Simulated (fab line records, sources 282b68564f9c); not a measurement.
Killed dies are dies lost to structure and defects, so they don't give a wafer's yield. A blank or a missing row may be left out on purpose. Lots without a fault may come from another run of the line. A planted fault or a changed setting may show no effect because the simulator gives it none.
A struck lot beside a sound one | flow rit_cmos | 32 steps out of a route of 202
Sound: wafers L940.1, L940.3, L940.4. Struck: wafers L939.1, L939.4, L939.6. The cause comes at the end.
At each step with rows: each side's tool, then ch and its chambers, then its first start. Under that, the readings that differ: sound wafers | struck wafers | difference of the means | sigmas: that difference in standard deviations of wafers without a fault.
alike: readings whose means differ by less than 2 such deviations, and words and numbers that are the same on both sides. not compared: withheld readings, readings that some wafer has no value for, bounds like >300 that may hide the same value, and numbers for which the record gives no deviation and whose values overlap.
The two part at a step that has a row with sigmas, a row that says differs or no value, or rows on one side only. Numbers that don't overlap but have no deviation are shown without sigmas and don't part them. A reading that every wafer of one side lacks parts them only if that side has two wafers or more.

RIT_NRETRO_TW_MEAS_10:
  sound on film_metro-03, day 6 15:19; struck on film_metro-03, day 6 10:17
  alike: NRETRO_TW
then, 6 steps without rows for these wafers: RIT_PRETRO_HMDS_00 (prime time 60 s); RIT_PRETRO_COAT_01 (resist thk 1300 nm); RIT_PRETRO_SOFTBAKE_02 (time 60 s); RIT_PRETRO_EXPOSE_03 (exposes mask M5, target cd 43700 nm); RIT_PRETRO_PEB_04; RIT_PRETRO_DEVELOP_05 (develop time 68 s).
RIT_PRETRO_OVL_MEAS_06:
  sound on overlay-01, day 6 16:22; struck on overlay-01, day 6 11:31
  alike: PRETRO_OVL
then, 2 steps without rows for these wafers: RIT_PRETRO_HARDBAKE_07 (time 120 s); RIT_PRETRO_IMPLANT_08.
RIT_PRETRO_STRIP_09: strips in O2, time 180 s.
  sound on plasma_asher-03 ch 0,1, day 6 16:47; struck on plasma_asher-03 ch 0, day 6 11:56
  alike: drypump_motor_current_A
  not compared: rf_hours_counter_h
RIT_PRETRO_TW_MEAS_10:
  sound on film_metro-04, day 6 16:58; struck on film_metro-01, day 6 12:07
  alike: PRETRO_TW
RIT_GATE_WET_ETCH_00: etches SiO2 in BOE, target depth 56 nm, time 60 s.
  sound on wet_bench-04 ch 2, day 6 17:02; struck on wet_bench-03 ch 1, day 6 12:11
  no value came back on the struck wafers for bath_heat_duty_pct (%), run_length_s (s), temp_c (C); on the sound wafers bath_heat_duty_pct (%) reads 1.6 1.3 1.4
  reading                                       | sound           | struck            | difference | sigmas
  model.SiO2_of_FOX2_OXIDATION_00.thk_nm (nm)   | 265.5 263 270.9 | 329.6 332 325.6   | +62.6      |
  model.SiO2_of_ACTIVE_OXIDATION_01.thk_nm (nm) | 0 0 0           | 40.66 40.41 40.68 | +40.58     |
then, 4 steps without rows for these wafers: RIT_GATE_CLEAN_01 (cleans in SC1, time 600 s); RIT_GATE_CLEAN_02 (cleans in dHF, time 30 s); RIT_GATE_CLEAN_03 (cleans in SC2, time 600 s); RIT_GATE_CLEAN_04 (cleans in dHF, time 60 s).
RIT_FOX2_THK_MEAS_91:
  sound on film_metro-04, day 6 17:26; struck on film_metro-04, day 6 12:36
  reading                     | sound       | struck      | difference | sigmas
  FIELD_OXIDE_LEFT_2_THK (nm) | 253 251 259 | 318 320 313 | +63        | +9
then, 9 steps without rows for these wafers: RIT_GATE_OXIDATION_05 (target thk 3 nm, ox time 270 s); RIT_GATE_ANNEAL_06 (time 600 s); RIT_GATE_CVD_08 (deposits poly-Si from SiH4, target thk 250 nm, time 2220 s); RIT_GATE_HMDS_10 (prime time 60 s); RIT_GATE_COAT_11 (resist thk 850 nm); RIT_GATE_SOFTBAKE_12 (time 60 s); RIT_GATE_EXPOSE_13 (exposes mask M6, target cd 150 nm); RIT_GATE_PEB_14; RIT_GATE_DEVELOP_15 (develop time 50 s).
RIT_GATE_CD_MEAS_16: target cd 150 nm.
  sound on cd_sem-01, day 7 03:44; struck on cd_sem-01, day 6 16:43
  alike: cd_nm
RIT_GATE_OVL_MEAS_17:
  sound on overlay-01, day 7 03:51; struck on overlay-02, day 6 16:50
  alike: GATE_OVL
then, 1 step without rows for these wafers: RIT_GATE_HARDBAKE_18 (time 60 s).
RIT_GATE_ETCH_19: etches poly-Si in SF6/CHF3/O2, stops on SiO2, time 165 s, target depth 312.5 nm.
  sound on rie_si-02 ch 0,1,3, day 7 04:02; struck on rie_si-01 ch 0,1,3, day 6 17:01
  reading                                     | sound             | struck          | difference | sigmas
  model.SiO2_of_FOX2_OXIDATION_00.thk_nm (nm) | 242.1 240.2 248.3 | 306.8 309 302.8 | +62.7      |
  alike: CHF3_flow_sccm, O2_flow_sccm, drypump_motor_current_A, oes_product_au, throttle_valve_pct
  not compared: rf_hours_counter_h
RIT_GATE_STRIP_20: strips in O2, time 180 s.
  sound on plasma_asher-04 ch 0,1, day 7 04:08; struck on plasma_asher-04 ch 0,1, day 6 17:08
  alike: drypump_motor_current_A
  not compared: rf_hours_counter_h

WHERE THEY PART
First at RIT_GATE_WET_ETCH_00; last, within this record, at RIT_FOX2_THK_MEAS_91. Later steps at which nothing parts them and some readings are alike: RIT_GATE_CD_MEAS_16, RIT_GATE_OVL_MEAS_17, RIT_GATE_ETCH_19, RIT_GATE_STRIP_20.

WHY: what the simulator had put in
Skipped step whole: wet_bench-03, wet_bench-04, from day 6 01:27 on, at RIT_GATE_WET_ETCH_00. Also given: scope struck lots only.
